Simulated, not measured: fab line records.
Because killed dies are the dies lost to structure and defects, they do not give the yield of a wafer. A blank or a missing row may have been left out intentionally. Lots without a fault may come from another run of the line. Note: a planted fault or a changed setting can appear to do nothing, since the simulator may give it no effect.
fab line records ; flow rit-cmos ; part 2 of 2: steps 25 to 25 of 25
record lots=5; wafers=23
route steps=202 shown ACTIVE@4 FOX2@25 NWELL@36 NRETRO@54 PRETRO@66 GATE@89 NLDD@111 PLDD@116 NSD@132 CONTACT@171 M1@192
start-h: start of the lot's first displayed wafer, in hours after the record's first day ; wait-h: hours from the lot's prior step to this one ; " as in the row above ; L1.1+2: one row covering several wafers at once ; - either no value or no given start ; * or withheld: withheld ; < > ~ a bound
route shown NAME@n: names a module that has steps shown in the file, with the first one's number in the route ; usual: mean and standard deviation over wafers with no fault ; same: alike in all rows ; chamber/n: place in a boat ; sites: readings site by site ; _std_site: their standard deviation ; _edge_site: mean of outer sites minus mean of inner sites ; radius-mm: how far each site lies from the wafer's centre ; mask NAME#n: copy n ; behind: the most recent tool/chamber to have shaped the wafer ; hold: what put the lot on hold/how long, in hours/how the hold closed ; device: the n, p or np transistor that did not switch ; end of line: tests run on the same wafers once the route is complete ; step lacking rows: just its recipe ; killed: dies that structure and defects cost at the first sort, which is not the same as the wafer's yield ; map: the dies of a wafer, with x for killed, . for not killed, _ for no die there
set.NAME: the setting the step ran with; set.NAME@STEP: the setting that earlier step ran with ; model.NAME: the simulator's own value behind a step, which no gauge read
lots where settings were altered on purpose, with a table for each step and a row for each wafer
## steps
# step RIT_M1_PROBE_99
# usual killed-at-contacts=0.1/0.36; killed-at-front-end=6.2/2.8; killed-dies=6.3/2.9; killed-open=3.3/2.1; killed-short=3.0/1.7
# same gross-dies=264; killed_at_M0_to_M3=0; killed_at_M4_up=0; killed-at-back-side=0; killed-at-other=0
lot.wafer;tool;chamber;start-h;wait-h;set.dose-mj@GATE_EXPOSE_13;killed-at-contacts;killed-at-front-end;killed-dies;killed-open;killed-short;model.etest.nmos_0p15.drive-ua-um;model.etest.nmos_0p15.r-on-ohm-um;model.etest.pmos_0p15.drive-ua-um;model.etest.pmos_0p15.r-on-ohm-um;model.etest.pmos-turned.r-on-ohm-um
L074.1;prober-02;-;63.91;0.1;380;0;5;5;2;3;460.8;1103;250.6;2784;3486
L074.2;prober-02;-;63.96;0.1;380;0;5;5;3;2;456.5;1154;250.4;2780;3444
L074.3;prober-02;-;64.01;0.2;389.5;0;7;7;2;4;505.6;1065;279.2;2548;3243
L074.4;prober-02;-;64.06;0.2;389.5;0;6;6;3;3;517.3;1062;285.3;2498;3180
L074.5;prober-02;-;64.11;0.2;389.5;0;8;8;5;3;502.9;1068;268.8;2600;3281
L079.1;prober-01;-;87.45;0.1;380;0;3;3;0;3;484.6;1066;287.6;2471;3036
L079.2;prober-01;-;87.50;0.1;380;0;7;7;4;3;487.4;1068;287.9;2462;3022
L079.3;prober-01;-;87.55;0.2;370.4;1;2;3;1;2;434.5;1162;249.1;2801;3351
L079.4;prober-01;-;87.60;0.2;370.4;0;6;6;3;3;414.3;1215;233.3;2934;3542
L079.5;prober-01;-;87.65;0.2;380;0;3;3;2;1;473.2;1083;278.9;2526;3070
L081.1;prober-01;-;93.29;0.1;380;0;3;3;1;2;469.6;1100;250;2776;3426
L081.5;prober-01;-;93.49;0.2;380;0;5;5;4;1;472.4;1099;254.5;2784;3378
L081.6;prober-01;-;93.54;0.2;380;0;2;2;2;0;463.1;1097;245.6;2852;3493
L082.1;prober-02;-;100.10;0.1;380;0;11;11;6;5;469.9;1106;263;2638;3218
L082.2;prober-02;-;100.15;0.1;380;1;5;6;4;2;480.9;1083;274.1;2566;3177
L082.3;prober-02;-;100.20;0.2;380;0;7;7;2;5;460.3;1119;259.8;2705;3280
L082.4;prober-02;-;100.25;0.2;380;0;9;9;8;1;478.2;1095;270.8;2622;3205
L082.6;prober-02;-;100.35;0.2;380;0;10;10;6;4;468.7;1099;268.4;2622;3224
L085.1;prober-01;-;117.56;0.1;380;0;6;6;4;2;477.1;1103;271.3;2610;3204
L085.2;prober-01;-;117.61;0.1;393.7;0;7;7;3;0;548.2;997.6;318.5;2262;2860
L085.3;prober-01;-;117.66;0.2;393.7;0;12;12;4;6;548.8;1012;321.2;2274;2868
L085.5;prober-01;-;117.76;0.2;380;0;1;1;0;1;461.2;1117;261.8;2721;3285
L085.6;prober-01;-;117.81;0.2;380;0;8;8;5;3;465.3;1145;265.2;2711;3291
# killed by level:class
L074.1 GATE:geometric-particle:short=3 SPACER:geometric-particle:open=2
L074.2 GATE:geometric-particle:open=2 GATE:geometric-particle:short=2 FOX2:geometric-particle:open=1
L074.3 GATE:geometric-particle:short=2 FOX1:geometric-particle:short=1 GATE:geometric-particle:open=1 SILICIDE:geometric-particle:open=1 SILICIDE:geometric-particle:short=1 GATE:area-expose=1
L074.4 GATE:geometric-particle:open=3 FOX2:geometric-particle:short=1 REOX:geometric-particle:short=1 SILICIDE:geometric-particle:short=1
L074.5 FOX1:geometric-particle:open=2 GATE:geometric-particle:open=2 SILICIDE:geometric-particle:short=2 GATE:geometric-particle:short=1 SILICIDE:geometric-particle:open=1
L079.1 SPACER:geometric-particle:short=2 GATE:geometric-particle:short=1
L079.2 SILICIDE:geometric-particle:open=3 FOX2:geometric-particle:short=1 FOX2:geometric-particle:open=1 GATE:geometric-particle:short=1 SPACER:geometric-particle:short=1
L079.3 GATE:geometric-particle:open=1 SILICIDE:geometric-particle:short=1 CONTACT:geometric-particle:short=1
L079.4 FOX1:geometric-particle:open=1 GATE:geometric-particle:open=1 REOX:geometric-particle:open=1 REOX:geometric-particle:short=1 SPACER:geometric-particle:short=1 SILICIDE:geometric-particle:short=1
L079.5 GATE:geometric-particle:open=1 REOX:geometric-particle:open=1 REOX:geometric-particle:short=1
L081.1 GATE:geometric-particle:open=1 REOX:geometric-particle:short=1 SILICIDE:geometric-particle:short=1
L081.5 SILICIDE:geometric-particle:open=2 REOX:geometric-particle:open=1 SPACER:geometric-particle:open=1 SILICIDE:geometric-particle:short=1
L081.6 REOX:geometric-particle:open=2
L082.1 GATE:geometric-particle:open=3 GATE:geometric-particle:short=2 FOX1:geometric-particle:short=1 FOX1:geometric-particle:open=1 FOX2:geometric-particle:short=1 FOX2:geometric-particle:open=1 SPACER:geometric-particle:open=1 SILICIDE:geometric-particle:short=1
L082.2 FOX1:geometric-particle:open=2 FOX1:geometric-particle:short=1 REOX:geometric-particle:short=1 SILICIDE:geometric-particle:open=1 CONTACT:geometric-particle:open=1
L082.3 GATE:geometric-particle:short=2 SPACER:geometric-particle:short=2 SILICIDE:geometric-particle:open=2 FOX1:geometric-particle:short=1
L082.4 FOX1:geometric-particle:open=4 FOX1:geometric-particle:short=1 GATE:geometric-particle:open=1 REOX:geometric-particle:open=1 SPACER:geometric-particle:open=1 SILICIDE:geometric-particle:open=1
L082.6 FOX1:geometric-particle:open=3 GATE:geometric-particle:short=3 SPACER:geometric-particle:open=2 FOX2:geometric-particle:short=1 GATE:geometric-particle:open=1
L085.1 FOX1:geometric-particle:open=2 GATE:geometric-particle:short=2 GATE:geometric-particle:open=1 SPACER:geometric-particle:open=1
L085.2 GATE:area-expose=4 SILICIDE:geometric-particle:open=2 FOX1:geometric-particle:open=1
L085.3 GATE:geometric-particle:short=2 GATE:geometric-particle:open=2 SPACER:geometric-particle:short=2 GATE:area-expose=2 ACTIVE:geometric-particle:short=1 FOX1:geometric-particle:short=1 FOX1:geometric-particle:open=1 REOX:geometric-particle:open=1
L085.5 FOX1:geometric-particle:short=1
L085.6 REOX:geometric-particle:open=2 REOX:geometric-particle:short=2 SILICIDE:geometric-particle:open=2 GATE:geometric-particle:short=1 SPACER:geometric-particle:open=1
## key
split step=RIT_ACTIVE_CVD_03; setting=time-s; stated=1500; by=lot
response step=RIT_ACTIVE_CVD_03; reading=model.Si3N4_of_ACTIVE_CVD_03.thk-nm; change=+1.52; per=1%; r=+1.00
response step=RIT_ACTIVE_THK_MEAS_04; reading=ACTIVE_NITRIDE_THK; change=+1.52; per=1%; r=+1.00
response step=RIT_ACTIVE_ETCH_13; reading=oes-product-au; change=+0.00419; per=1%; r=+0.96
response step=RIT_ACTIVE_ETCH_13; reading=model.ACTIVE.feature-depth-nm; change=+1.58; per=1%; r=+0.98
response step=RIT_ACTIVE_ETCH_13; reading=model.etch.depth-nm; change=+1.52; per=1%; r=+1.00
split step=RIT_ACTIVE_ETCH_13; setting=rf-w; stated=125; by=wafer
response step=RIT_ACTIVE_ETCH_13; reading=model.NOVOLAK_of_ACTIVE_COAT_06.thk-nm; change=-2.49; per=1%; r=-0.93
split step=RIT_FOX2_CLEAN_02; setting=time-s; stated=180; by=lot
response step=RIT_FOX2_CLEAN_02; reading=model.Si3N4_of_ACTIVE_CVD_03.thk-nm; change=+1.51; per=1%; r=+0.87
split step=RIT_NWELL_IMPLANT_08; setting=energy-kev; stated=170; by=wafer
response step=RIT_NWELL_IMPLANT_08; reading=model.implant.drp-nm; change=+0.514; per=1%; r=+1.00
split step=RIT_NRETRO_COAT_01; setting=spin-rpm; stated=2000; by=wafer
response step=RIT_NRETRO_COAT_01; reading=model.NOVOLAK_of_NRETRO_COAT_01.thk-nm; change=-6.59; per=1%; r=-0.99
response step=RIT_NRETRO_HARDBAKE_07; reading=model.NOVOLAK_of_NRETRO_COAT_01.thk-nm; change=-5.67; per=1%; r=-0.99
split step=RIT_PRETRO_SOFTBAKE_02; setting=temp-c; stated=90; by=wafer
response step=RIT_PRETRO_DEVELOP_05; reading=model.NOVOLAK_of_PRETRO_COAT_01.thk-nm; change=-2.9; per=1%; r=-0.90
split step=RIT_GATE_EXPOSE_13; setting=dose-mj; stated=380; by=wafer
response step=RIT_M1_PROBE_99; reading=model.etest.pmos_0p15.r-on-ohm-um; change=-118; per=1%; r=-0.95
response step=RIT_M1_PROBE_99; reading=model.etest.pmos-turned.r-on-ohm-um; change=-118; per=1%; r=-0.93
response step=RIT_M1_PROBE_99; reading=model.etest.nmos_0p15.r-on-ohm-um; change=-34.1; per=1%; r=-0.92
response step=RIT_M1_PROBE_99; reading=model.etest.nmos_0p15.drive-ua-um; change=+21.9; per=1%; r=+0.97
response step=RIT_M1_PROBE_99; reading=model.etest.pmos_0p15.drive-ua-um; change=+14.5; per=1%; r=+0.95
split step=RIT_NLDD_IMPLANT_08; setting=energy-kev; stated=20; by=wafer
response step=RIT_NLDD_IMPLANT_08; reading=model.implant.rp-nm; change=+0.185; per=1%; r=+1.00
response step=RIT_NLDD_IMPLANT_08; reading=model.implant.drp-nm; change=+0.0783; per=1%; r=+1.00
response step=RIT_NLDD_TW_MEAS_10; reading=NLDD_TW; change=+6.88; per=1%; r=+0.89
split step=RIT_PLDD_SOFTBAKE_02; setting=temp-c; stated=90; by=wafer
response step=RIT_PLDD_SOFTBAKE_02; reading=model.NOVOLAK_of_PLDD_COAT_01.thk-nm; change=-2.49; per=1%; r=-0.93
split step=RIT_NSD_COAT_01; setting=resist-thk-nm; stated=1000; by=wafer
response step=RIT_NSD_COAT_01; reading=model.NOVOLAK_of_NSD_COAT_01.thk-nm; change=+10.2; per=1%; r=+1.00
response step=RIT_NSD_HARDBAKE_07; reading=model.NOVOLAK_of_NSD_COAT_01.thk-nm; change=+8.74; per=1%; r=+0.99
split step=RIT_NSD_HARDBAKE_07; setting=temp-c; stated=140; by=wafer
response none clear
split step=RIT_CONTACT_COAT_03; setting=spin-rpm; stated=3250; by=wafer
response step=RIT_CONTACT_COAT_03; reading=model.NOVOLAK_of_CONTACT_COAT_03.thk-nm; change=-5.25; per=1%; r=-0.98
split step=RIT_M1_DEVELOP_08; setting=develop-time-s; stated=68; by=wafer
response step=RIT_M1_CD_MEAS_09; reading=cd-nm; change=-0.792; per=1%; r=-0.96
